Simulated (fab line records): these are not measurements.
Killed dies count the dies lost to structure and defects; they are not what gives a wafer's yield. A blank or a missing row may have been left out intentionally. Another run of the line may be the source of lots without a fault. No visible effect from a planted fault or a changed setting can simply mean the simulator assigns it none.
The tool behind it: which one? ; flow berkeley_cmos170 ; Sampling: 15 lots, 45 wafers, 7 of 331 route steps

== WHAT EACH GAUGE READ, for each wafer ==
UCB170_WELLDRIVE_THK_MEAS_02. Usual: WELLDRIVE_OXIDE_THK 198 nm, standard deviation 3.5.
lot;measured;on;WELLDRIVE_OXIDE_THK (nm);flag
L689;day 3 17:14;film_metro-01;196 196 198;
L692;day 4 07:26;film_metro-03;198 199 196;
L693;day 4 10:40;film_metro-04;206 203 206;
L694;day 4 22:46;film_metro-01;199 197 197;
L696;day 4 22:47;film_metro-03;201 200 199;
L695;day 4 22:47;film_metro-04;205 204 205;
L697;day 5 10:11;film_metro-01;202 202 202;
L700;day 6 00:48;film_metro-01;198 199 198;
L699;day 6 04:48;film_metro-03;197 198 196;
L705;day 7 03:55;film_metro-04;194 194 193;
L707;day 7 03:56;film_metro-01;200 199 198;
L708;day 7 16:05;film_metro-01;194 196 193;
L709;day 7 20:51;film_metro-04;193 193 191;
L710;day 7 20:52;film_metro-01;193 198 196;
L711;day 8 02:14;film_metro-03;200 200 199;

UCB170_ACTIVE_OVL_MEAS_14. Usual: ACTIVE_OVL 3 nm, standard deviation 5.4.
lot;measured;on;ACTIVE_OVL (nm);flag
L689;day 4 11:07;overlay-01;3 -1 8;
L692;day 5 07:23;overlay-01;4 -1 5;
L693;day 5 15:09;overlay-01;5 3 -1;
L694;day 5 18:44;overlay-02;11 5 6;
L696;day 5 19:22;overlay-02;6 4 1;
L695;day 5 19:29;overlay-01;1 0 -2;
L697;day 6 04:53;overlay-01;3 -4 1;
L700;day 6 19:02;overlay-01;-4 8 3;
L699;day 6 21:29;overlay-02;3 3 0;
L705;day 7 21:40;overlay-02;7 4 8;
L707;day 7 21:46;overlay-01;5 -4 3;
L708;day 8 08:53;overlay-01;-7 -2 -8;
L709;day 8 11:41;overlay-01;4 9 0;
L710;day 8 11:29;overlay-01;8 6 8;
L711;day 8 23:20;overlay-01;3 13 8;

UCB170_FIELD_THK_MEAS_02. Usual: FIELD_OXIDE_THK 552 nm, standard deviation 12.
lot;measured;on;FIELD_OXIDE_THK (nm);flag
L689;day 4 21:34;film_metro-03;551 548 551;
L692;day 5 15:33;film_metro-03;547 536 538;
L693;day 6 01:18;film_metro-03;558 548 549;
L694;day 6 08:42;film_metro-04;850 832 852;OFF
L696;day 6 08:37;film_metro-02;842 817 817;OFF
L695;day 6 04:16;film_metro-03;559 560 574;
L697;day 6 14:02;film_metro-02;560 562 560;
L700;day 7 09:02;film_metro-02;830 841 845;OFF
L699;day 7 04:22;film_metro-04;554 553 547;
L705;day 8 05:38;film_metro-03;550 544 539;
L707;day 8 05:42;film_metro-03;548 550 543;
L708;day 8 16:30;film_metro-02;557 548 557;
L709;day 8 20:46;film_metro-04;564 567 571;
L710;day 8 20:47;film_metro-03;536 534 544;
L711;day 9 08:32;film_metro-03;563 575 559;

UCB170_FIELD_THK_MEAS_90. Usual: FIELD_OXIDE_LEFT_1_THK 435 nm, standard deviation 12.
lot;measured;on;FIELD_OXIDE_LEFT_1_THK (nm);flag
L689;day 5 06:15;film_metro-02;434 432 434;
L692;day 5 22:50;film_metro-03;429 417 419;
L693;day 6 10:47;film_metro-02;442 433 434;
L694;day 6 15:11;film_metro-03;733 714 734;OFF
L696;day 6 15:11;film_metro-02;725 701 701;OFF
L695;day 6 10:48;film_metro-04;444 446 459;
L697;day 6 22:09;film_metro-04;444 446 445;
L700;day 7 15:40;film_metro-03;715 726 729;OFF
L699;day 7 12:10;film_metro-02;436 436 430;
L705;day 8 12:15;film_metro-02;436 429 425;
L707;day 8 12:17;film_metro-03;432 434 427;
L708;day 9 00:02;film_metro-04;441 433 441;
L709;day 9 04:07;film_metro-03;449 453 456;
L710;day 9 04:08;film_metro-02;420 418 427;
L711;day 9 16:29;film_metro-04;447 459 443;

UCB170_NVT_OVL_MEAS_06. Usual: NVT_OVL 0 nm, standard deviation 4.5.
lot;measured;on;NVT_OVL (nm);flag
L689;day 5 20:45;overlay-01;-9 -3 2;
L692;day 6 13:29;overlay-02;3 7 2;
L693;day 7 02:32;overlay-01;-2 -5 3;
L694;day 7 02:49;overlay-02;5 -2 4;
L696;day 7 02:49;overlay-01;-10 0 -4;
L695;day 7 02:33;overlay-02;-4 5 2;
L697;day 7 10:43;overlay-01;5 5 0;
L700;day 8 00:58;overlay-01;1 1 4;
L699;day 8 01:14;overlay-02;1 6 6;
L705;day 8 23:05;overlay-01;-1 0 -6;
L707;day 8 23:12;overlay-02;4 -1 2;
L708;day 9 16:42;overlay-02;-1 -8 -1;
L709;day 9 16:06;overlay-01;1 -1 -1;
L710;day 9 16:00;overlay-02;2 8 1;
L711;day 10 01:30;overlay-01;3 5 -4;

UCB170_FIELD_THK_MEAS_91. Usual: FIELD_OXIDE_LEFT_2_THK 347 nm, standard deviation 12.
lot;measured;on;FIELD_OXIDE_LEFT_2_THK (nm);flag
L689;day 6 01:21;film_metro-02;347 344 346;
L692;day 6 16:07;film_metro-04;342 330 332;
L693;day 7 05:37;film_metro-03;353 344 346;
L694;day 7 05:39;film_metro-02;645 627 645;OFF
L696;day 7 05:37;film_metro-04;637 612 611;OFF
L695;day 7 05:12;film_metro-02;356 358 371;
L697;day 7 13:46;film_metro-04;355 357 357;
L700;day 8 03:14;film_metro-03;626 637 641;OFF
L699;day 8 03:22;film_metro-02;347 348 341;
L705;day 9 02:07;film_metro-04;347 340 336;
L707;day 9 02:03;film_metro-04;344 345 338;
L708;day 9 20:28;film_metro-04;353 345 354;
L709;day 9 20:05;film_metro-03;362 364 369;
L710;day 9 20:07;film_metro-04;332 330 339;
L711;day 10 07:10;film_metro-04;358 370 355;

== WHAT TOOL EACH LOT RAN ON (gives the tool, then ch and the chambers of the sampled wafers, and finally the start) ==
lot;UCB170_FIELD_OXIDATION_01
L689;furnace-01 ch 0, day 4 18:34
L692;furnace-04 ch 0, day 5 12:32
L693;furnace-04 ch 0, day 5 22:18
L694;furnace-01 ch 0, day 6 01:14
L696;furnace-01 ch 0, day 6 01:14
L695;furnace-01 ch 0, day 6 01:14
L697;furnace-01 ch 0, day 6 11:01
L700;furnace-04 ch 0, day 7 01:22
L699;furnace-04 ch 0, day 7 01:22
L705;furnace-01 ch 0, day 8 02:38
L707;furnace-01 ch 0, day 8 02:38
L708;furnace-04 ch 0, day 8 13:30
L709;furnace-04 ch 0, day 8 17:45
L710;furnace-04 ch 0, day 8 17:45
L711;furnace-01 ch 0, day 9 05:32
- UCB170_FIELD_OXIDATION_01: target thk 558.3 nm, ox time 7200 s.

== WHAT THE TOOLS THEMSELVES READ (means of the sampled wafers that have a number; where no wafer has one, the mark that the record gives instead) ==
The record holds no such reading with a usual standard deviation.

== THE ANSWER, worked out from the rows above alone ==
Rule: take the mean of a lot's wafers that have a number; if it is more than 3 standard deviations from the usual mean, the lot is off. Also off: a lot with no number at a reading for which 4 or more lots have one. Any other lot the step has rows for is counted as sound. The gauges are gone through in route order, then the tools' own readings, and for those a lot's mean is taken as printed above. The first step at which some lot is off is used, and at that step the reading that is off furthest; a lot without a number counts as furthest.
Off: at UCB170_FIELD_THK_MEAS_02 (FIELD_OXIDE_THK), L694, L696, L700.
A tool fits if, at a process step before that reading, it ran every lot that is off, and no sound lot after the first of them. Those tools and the gauges at UCB170_FIELD_THK_MEAS_02 are tried in the same way. Not one of the candidates tried fits.

== WHAT THE SIMULATOR HAD PUT IN ==
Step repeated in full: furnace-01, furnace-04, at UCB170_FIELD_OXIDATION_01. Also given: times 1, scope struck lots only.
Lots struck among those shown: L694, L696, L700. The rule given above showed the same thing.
